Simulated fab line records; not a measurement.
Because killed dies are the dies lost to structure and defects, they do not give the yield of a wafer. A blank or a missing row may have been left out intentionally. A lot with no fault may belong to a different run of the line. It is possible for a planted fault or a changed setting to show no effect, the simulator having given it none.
The tool behind it: which one?	flow berkeleyCmos170	6 lots, 18 wafers sampled, at 3 steps of a route of 331

WHAT THE GAUGES SHOWED, per wafer
UCB170_GATE_THK_MEAS_05.
lot	measured	on	GATE_POLY_THK (nm)
L793	day 8 01:46	filmMetro-02	215.6 213.2 214.5
L795	day 8 01:50	filmMetro-02	210.8 213.0 210.9
L797	day 8 14:13	filmMetro-02	212.3 213.4 212.0
L799	day 9 02:03	filmMetro-03	219.0 234.5 241.6 219.0 234.7 241.9
L801	day 9 10:34	filmMetro-03	213.0 213.4 214.2
L810	day 10 14:54	filmMetro-01	213.9 212.7 214.7

WHAT TOOL EACH LOT RAN ON (gives the tool, then ch and the chambers of the sampled wafers, and finally the start)
lot	UCB170_NWELL_STRIP_15	UCB170_GATE_CVD_04
L793	plasmaAsher-03 ch 0,1, day 2 18:54	lpcvd-01 ch 0, day 8 00:22
L795	plasmaAsher-01 ch 0,1, day 3 02:26	lpcvd-01 ch 1, day 8 00:22
L797	plasmaAsher-03 ch 0,1, day 3 18:39	lpcvd-01 ch 1, day 8 12:49
L799	plasmaAsher-03 ch 0,1, day 4 00:16	lpcvd-01 ch 1, day 9 00:38
L801	plasmaAsher-01 ch 0,1, day 4 17:13	lpcvd-02 ch 1, day 9 09:08
L810	plasmaAsher-02 ch 0,1, day 6 10:11	lpcvd-02 ch 0, day 10 13:29
- UCB170_NWELL_STRIP_15: strips in O2.
- UCB170_GATE_CVD_04: deposits poly-Si from SiH4, time 1440 s, target thk 214 nm.

THE ANSWER, worked out from the rows above alone
Rule: the usual values come from the lots themselves. Put in order of their means at a reading, lots are off if they are a third of the lots or fewer, leave a main group of 4 or more, and stand apart from it by a gap of 3 or more times the standard deviation of the main group's means; of several such gaps the widest counts. The tables above print the reading to a certain number of digits; a main group whose means all agree to those digits is not used. Also off: a lot with no number at a reading for which 4 or more lots have one. The other lots that the step has rows for count as sound.
Off: L799, seen at UCB170_GATE_THK_MEAS_05 (GATE_POLY_THK). For the main group the mean is 213.2 nm and the standard deviation 1.
If a tool, at a process step before that reading, ran all the lots that are off and no sound lot after the first of them, it fits. Those tools and the gauges at UCB170_GATE_THK_MEAS_05 are tried in the same way. This does not decide it: 2 tools fit, namely plasmaAsher-03 at UCB170_NWELL_STRIP_15 and lpcvd-01 at UCB170_GATE_CVD_04.

WHAT THE SIMULATOR HAD INSERTED
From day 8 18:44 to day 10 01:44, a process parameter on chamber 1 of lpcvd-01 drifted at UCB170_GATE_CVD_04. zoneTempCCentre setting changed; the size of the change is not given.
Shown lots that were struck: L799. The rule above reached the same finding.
